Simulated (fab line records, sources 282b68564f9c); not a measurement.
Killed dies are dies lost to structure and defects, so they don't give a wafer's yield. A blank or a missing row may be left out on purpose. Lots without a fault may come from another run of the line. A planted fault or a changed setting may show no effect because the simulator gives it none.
fab line records | flow rit_cmos
record lots=13 wafers=39 last_day=7
route steps=202 shown M1@196
lots that met no fault: from a run of the same line without faults
start_h: hours from the record's first day to the start of the lot's first wafer shown | wait_h: hours since the lot's step before | " the same as in the row above | L1.1+2: a row that stands for several wafers | - no value, or no start given | * or withheld: withheld | < > ~ a bound
route shown NAME@n: a module of which the file shows steps, and the number in the route of the first | usual: mean/standard deviation of fault-free wafers | same: alike in all rows | chamber/n: place in a boat | sites: the reading at each site | _std_site: their standard deviation | _edge_site: outer sites' mean less inner sites' | radius_mm: how far each site lies from the wafer's centre | mask NAME#n: copy n | behind: the tool/chamber that last shaped the wafer | hold: why the lot was held/for how many hours/how that ended | device: the transistor (n, p or np) that didn't switch | end of line: the same wafers' tests at the end of the route | a step without rows: its recipe alone | killed: dies lost to structure and defects at the first sort, not the wafer's yield | map: a wafer's dies, x killed, . not, _ none there
set.NAME: the setting as run; set.NAME@STEP: as run at that earlier step | model.NAME: the simulator's own value behind a step, which no gauge read
steps of the route over a sample of lots; a table a step, a row a wafer
services: from which hour (start_h, from the record's first day; less than 0 if before it) a tool's chamber was out of use, for how many hours, and why
## steps
# step RIT_M1_METAL_ETCH_12
# recipe stop_on=SiO2 chemistry=Cl2/BCl3 target=Al time_s=165 over_etch_frac=0.5 pressure_mtorr=100 target_depth_a=6000 rf_w=250 Cl2_flow_sccm=60 bcl3_flow_sccm=50
# usual bcl3_flow_sccm=50.01/0.15 drypump_motor_current_A=5.7/0.39 mfc_cl2_sccm=59.97/0.19 oes_product_au=0.780/0.017 over_etch_frac=0.5/0 throttle_valve_pct=8.19/0.089
# same time_s=165
# columns lot.wafer tool chamber start_h wait_h bcl3_flow_sccm drypump_motor_current_A mfc_cl2_sccm oes_product_au over_etch_frac rf_hours_counter_h throttle_valve_pct
L997.2 rie_metal-03 1 56.02 0.2 50.25 5.1 59.95 0.780 0.5 4 8.07
L997.3 " 0 " " 49.96 5.9 59.90 0.812 0.5 - 8.15
L997.4 " 1 " " 50.16 5.1 60.12 0.782 0.5 - 8.07
L998.1 rie_metal-01 1 60.15 0.2 49.98 5.5 60.08 0.773 0.5 1 8.15
L998.3 " 1 " " 50.03 5.5 60.19 0.770 0.5 - 8.15
L998.6 " 0 " " 50.13 6.0 60.03 0.780 0.5 - 8.33
L100.1 rie_metal-03 1 71.03 0.2 50.13 5.1 59.76 0.780 0.5 4 8.06
L100.2 " 0 " " 49.97 5.9 60.24 0.806 0.5 4 8.16
L100.6 " 0 " " 50.10 5.9 60.29 0.811 0.5 - 8.13
L101.1 rie_metal-01 0 75.21 0.2 49.94 6.0 60.31 0.785 0.5 1 8.33
L101.4 " 0 " " 50.05 6.0 60.12 0.775 0.5 - 8.32
L101.5 " 1 " " 50.13 5.5 59.96 0.756 0.5 - 8.15
L102.1 rie_metal-02 0 79.87 0.2 50.07 6.2 60.21 0.783 0.5 33 8.28
L102.2 " 1 " " 49.94 5.7 59.79 0.751 0.5 32 8.23
L102.6 " 0 " " 50.06 6.3 60.21 0.776 0.5 - 8.27
L106.1 rie_metal-03 1 99.08 0.2 49.78 5.1 59.87 0.781 0.5 5 8.04
L106.3 " 0 " " 50.20 5.9 60.12 0.809 0.5 - 8.14
L106.6 " 0 " " 50.15 5.9 60.01 0.807 0.5 - 8.14
L107.1 rie_metal-01 1 104.59 0.2 50.06 5.5 60.39 0.766 0.5 1 8.14
L107.3 " 0 " " 49.91 6.0 60.03 0.781 0.5 - 8.32
L107.4 " 1 " " 50.00 5.5 60.19 0.759 0.5 - 8.14
L108.4 rie_metal-02 1 111.88 0.1 50.30 5.7 59.94 0.763 0.5 - 8.22
L108.5 " 0 " " 49.98 6.2 60.21 0.772 0.5 - 8.29
L108.6 " 1 " " 50.23 5.7 59.82 0.761 0.5 - 8.22
L109.2 rie_metal-03 1 115.18 0.2 49.92 5.1 59.85 0.791 0.5 5 8.06
L109.3 " 1 " " 49.92 5.1 59.87 0.782 0.5 - 8.07
L109.5 " 1 " " 49.97 5.1 60.11 0.791 0.5 - 8.06
L111.3 rie_metal-02 1 125.04 0.2 49.69 5.7 60.19 0.754 0.5 - 8.22
L111.4 " 0 " " 49.95 6.2 60.05 0.774 0.5 - 8.26
L111.5 " 0 " " 49.92 6.2 59.81 0.763 0.5 - 8.27
L112.1 rie_metal-03 0 129.02 0.2 49.75 6.0 60.25 0.803 0.5 5 8.14
L112.2 " 1 " " 50.09 5.1 59.79 0.779 0.5 5 8.06
L112.4 " 1 " " 49.89 5.1 59.72 0.787 0.5 - 8.05
L114.3 rie_metal-03 1 140.50 0.2 50.00 5.1 59.64 0.788 0.5 - 8.06
L114.4 " 0 " " 50.13 5.9 59.93 0.810 0.5 - 8.14
L114.5 " 1 " " 49.92 5.0 59.87 0.790 0.5 - 8.05
L118.2 rie_metal-03 1 159.67 0.2 49.89 5.1 59.94 0.829 0.36135 6 8.07
L118.4 " 1 " " 50.13 5.0 60.03 0.828 0.36135 - 8.04
L118.6 " 1 " " 50.02 5.1 59.78 0.823 0.36135 - 8.06
# step RIT_M1_PROBE_99
# usual defect_limited_yield=97.5/1.2 killed_at_M0_to_M3=0.0/0.14 killed_at_contacts=0.0/0.22 killed_at_front_end=7/3 killed_dies=7/3.1 killed_open=3.4/2.1 killed_short=3.2/1.9 sort_bin_3_pad_short=0.1/0.25 sort_bin_5_function=1.4/0.76 sort_bin_6_memory=1.0/0.7 sort_n_pass=257/3.1 sort_yield_pct=97.5/1.2
# same gross_dies=264 killed_at_M4_up=0 killed_at_back_side=0 killed_at_other=0
# columns lot.wafer tool chamber start_h wait_h defect_limited_yield[%] killed_at_M0_to_M3 killed_at_contacts killed_at_front_end killed_dies killed_open killed_short sort_bin_3_pad_short[%] sort_bin_5_function[%] sort_bin_6_memory[%] sort_n_pass sort_yield_pct[%]
L998.1 prober-02 - 62.80 0.1 97.3 0 0 7 7 4 3 0.4 1.1 1.1 257 97.3
L998.3 prober-02 - 62.90 0.2 95.8 0 0 11 11 4 7 0.4 1.1 2.7 253 95.8
L998.6 prober-02 - 63.05 0.2 97.0 0 1 7 8 6 2 0 0.8 2.3 256 97.0
L100.1 prober-01 - 73.28 0.1 97.7 0 0 6 6 2 4 0.4 1.9 0 258 97.7
L100.2 prober-01 - 73.33 0.1 97.3 0 0 7 7 4 3 0 1.9 0.8 257 97.3
L100.6 prober-01 - 73.53 0.2 97.0 1 0 7 8 4 4 0.4 1.5 1.1 256 97.0
L101.1 prober-02 - 78.70 0.1 96.6 0 0 9 9 7 2 0 1.5 1.9 255 96.6
L101.4 prober-02 - 78.85 0.2 97.0 0 1 7 8 6 2 0 1.9 1.1 256 97.0
L101.5 prober-02 - 78.90 0.2 96.2 0 0 10 10 6 4 0 2.3 1.5 254 96.2
L106.1 prober-01 - 101.50 0.1 99.2 0 0 2 2 2 0 0 0.4 0.4 262 99.2
L106.3 prober-01 - 101.60 0.2 96.6 0 0 9 9 4 5 0 2.7 0.8 255 96.6
L106.6 prober-01 - 101.75 0.2 97.7 0 0 6 6 1 5 0 1.1 1.1 258 97.7
L109.2 prober-02 - 117.48 0.1 96.2 0 0 10 10 7 3 0 2.7 1.1 254 96.2
L109.3 prober-02 - 117.53 0.2 95.5 0 0 12 12 6 6 0.8 1.5 2.3 252 95.5
L109.5 prober-02 - 117.63 0.2 96.6 0 0 9 9 4 5 0 1.9 1.5 255 96.6
L111.3 prober-02 - 127.34 0.2 99.6 0 0 1 1 1 0 0 0.4 0 263 99.6
L111.4 prober-02 - 127.39 0.2 97.7 0 0 6 6 3 3 0 1.5 0.8 258 97.7
L111.5 prober-02 - 127.44 0.2 98.1 0 0 5 5 2 3 0 1.1 0.8 259 98.1
L112.1 prober-01 - 131.29 0.1 98.5 0 0 4 4 4 0 0 1.1 0.4 260 98.5
L112.2 prober-01 - 131.34 0.1 97.7 0 0 6 6 3 3 0 1.5 0.8 258 97.7
L112.4 prober-01 - 131.44 0.2 95.8 0 0 11 11 8 3 0.4 2.3 1.5 253 95.8
L114.3 prober-01 - 143.71 0.2 98.5 0 0 4 4 4 0 0 0.8 0.8 260 98.5
L114.4 prober-01 - 143.76 0.2 98.9 0 0 3 3 3 0 0 0.8 0.4 261 98.9
L114.5 prober-01 - 143.81 0.2 96.2 0 0 10 10 3 7 0 1.9 1.9 254 96.2
# killed by level:class
L998.1 GATE:geometric_particle:short=3 SILICIDE:geometric_particle:open=2 GATE:geometric_particle:open=1 REOX:geometric_particle:open=1
L998.3 GATE:geometric_particle:open=2 REOX:geometric_particle:short=2 SILICIDE:geometric_particle:short=2 FOX1:geometric_particle:open=1 FOX1:geometric_particle:short=1 GATE:geometric_particle:short=1 SPACER:geometric_particle:short=1 SPACER:geometric_particle:open=1
L998.6 GATE:geometric_particle:open=3 REOX:geometric_particle:open=2 SPACER:geometric_particle:short=1 SILICIDE:geometric_particle:open=1 CONTACT:geometric_particle:short=1
L100.1 SPACER:geometric_particle:short=2 FOX2:geometric_particle:short=1 GATE:geometric_particle:open=1 REOX:geometric_particle:short=1 SILICIDE:geometric_particle:open=1
L100.2 FOX2:geometric_particle:open=2 GATE:geometric_particle:open=2 FOX2:geometric_particle:short=1 REOX:geometric_particle:short=1 SPACER:geometric_particle:short=1
L100.6 FOX1:geometric_particle:open=1 FOX2:geometric_particle:open=1 GATE:geometric_particle:short=1 GATE:geometric_particle:open=1 REOX:geometric_particle:short=1 REOX:geometric_particle:open=1 SPACER:geometric_particle:short=1 M1:geometric_particle:short=1
L101.1 GATE:geometric_particle:open=5 FOX2:geometric_particle:short=1 FOX2:geometric_particle:open=1 SPACER:geometric_particle:short=1 SILICIDE:geometric_particle:open=1
L101.4 GATE:geometric_particle:open=4 GATE:geometric_particle:short=1 SPACER:geometric_particle:short=1 SPACER:geometric_particle:open=1 CONTACT:geometric_particle:open=1
L101.5 GATE:geometric_particle:open=2 SILICIDE:geometric_particle:open=2 GATE:geometric_particle:short=1 REOX:geometric_particle:short=1 REOX:geometric_particle:open=1 SPACER:geometric_particle:short=1 SPACER:geometric_particle:open=1 SILICIDE:geometric_particle:short=1
L106.1 GATE:geometric_particle:open=2
L106.3 GATE:geometric_particle:short=3 GATE:geometric_particle:open=2 FOX1:geometric_particle:open=1 REOX:geometric_particle:open=1 SPACER:geometric_particle:short=1 SILICIDE:geometric_particle:short=1
L106.6 GATE:geometric_particle:short=3 FOX1:geometric_particle:short=1 GATE:geometric_particle:open=1 REOX:geometric_particle:short=1
L109.2 FOX1:geometric_particle:open=2 GATE:geometric_particle:open=2 SILICIDE:geometric_particle:open=2 FOX1:geometric_particle:short=1 GATE:geometric_particle:short=1 SPACER:geometric_particle:open=1 SPACER:geometric_particle:short=1
L109.3 GATE:geometric_particle:short=3 GATE:geometric_particle:open=2 REOX:geometric_particle:short=2 FOX1:geometric_particle:open=1 REOX:geometric_particle:open=1 SPACER:geometric_particle:open=1 SILICIDE:geometric_particle:short=1 SILICIDE:geometric_particle:open=1
L109.5 GATE:geometric_particle:short=3 GATE:geometric_particle:open=2 REOX:geometric_particle:open=1 REOX:geometric_particle:short=1 SPACER:geometric_particle:open=1 SILICIDE:geometric_particle:short=1
L111.3 SPACER:geometric_particle:open=1
L111.4 GATE:geometric_particle:short=2 FOX1:geometric_particle:short=1 FOX2:geometric_particle:open=1 GATE:geometric_particle:open=1 REOX:geometric_particle:open=1
L111.5 FOX2:geometric_particle:short=2 FOX1:geometric_particle:open=1 GATE:geometric_particle:short=1 SPACER:geometric_particle:open=1
L112.1 GATE:geometric_particle:open=2 FOX2:geometric_particle:open=1 SPACER:geometric_particle:open=1
L112.2 SPACER:geometric_particle:short=2 FOX1:geometric_particle:open=1 GATE:geometric_particle:short=1 GATE:geometric_particle:open=1 SILICIDE:geometric_particle:open=1
L112.4 SILICIDE:geometric_particle:open=4 GATE:geometric_particle:open=2 FOX1:geometric_particle:open=1 FOX2:geometric_particle:short=1 GATE:geometric_particle:short=1 REOX:geometric_particle:short=1 REOX:geometric_particle:open=1
L114.3 SPACER:geometric_particle:open=2 FOX2:geometric_particle:open=1 REOX:geometric_particle:open=1
L114.4 FOX1:geometric_particle:open=2 GATE:geometric_particle:open=1
L114.5 REOX:geometric_particle:short=5 FOX1:geometric_particle:open=1 FOX2:geometric_particle:short=1 GATE:geometric_particle:open=1 GATE:geometric_particle:short=1 SILICIDE:geometric_particle:open=1
## services
# columns tool chamber start_h hours kind
rie_metal-01 1 35.17 4.1 repair
rie_metal-02 0 83.78 8.7 repair
rie_metal-01 - 88.05 2.8 pm
rie_metal-02 - 136.12 20.0 pm
rie_metal-02 0 136.12 20.0 vent_cycle
rie_metal-02 1 136.12 20.0 vent_cycle
rie_metal-01 - 145.40 1.0 repair
rie_metal-02 0 156.12 - clean
rie_metal-02 1 156.12 - clean
## key
first_sign step=RIT_M1_METAL_ETCH_12 reading=over_etch_frac direction=down sigmas=99+ usual=0.5 struck=0.36135
effect step=RIT_M1_METAL_ETCH_12 reading=oes_product_au direction=up sigmas=2.7 usual=0.780 struck=0.827
met_at RIT_M1_METAL_ETCH_12
struck_lots L118
struck_wafers L118.2,L118.4,L118.6
onset_between 140.50 159.67
fault kind=process_parameter_drift tool=rie_metal-03 chamber=1 onset_h=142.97 steps=RIT_M1_METAL_ETCH_12 channel=over_etch_frac offset=-0.13865 shape=step end_h=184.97 stated=0.5
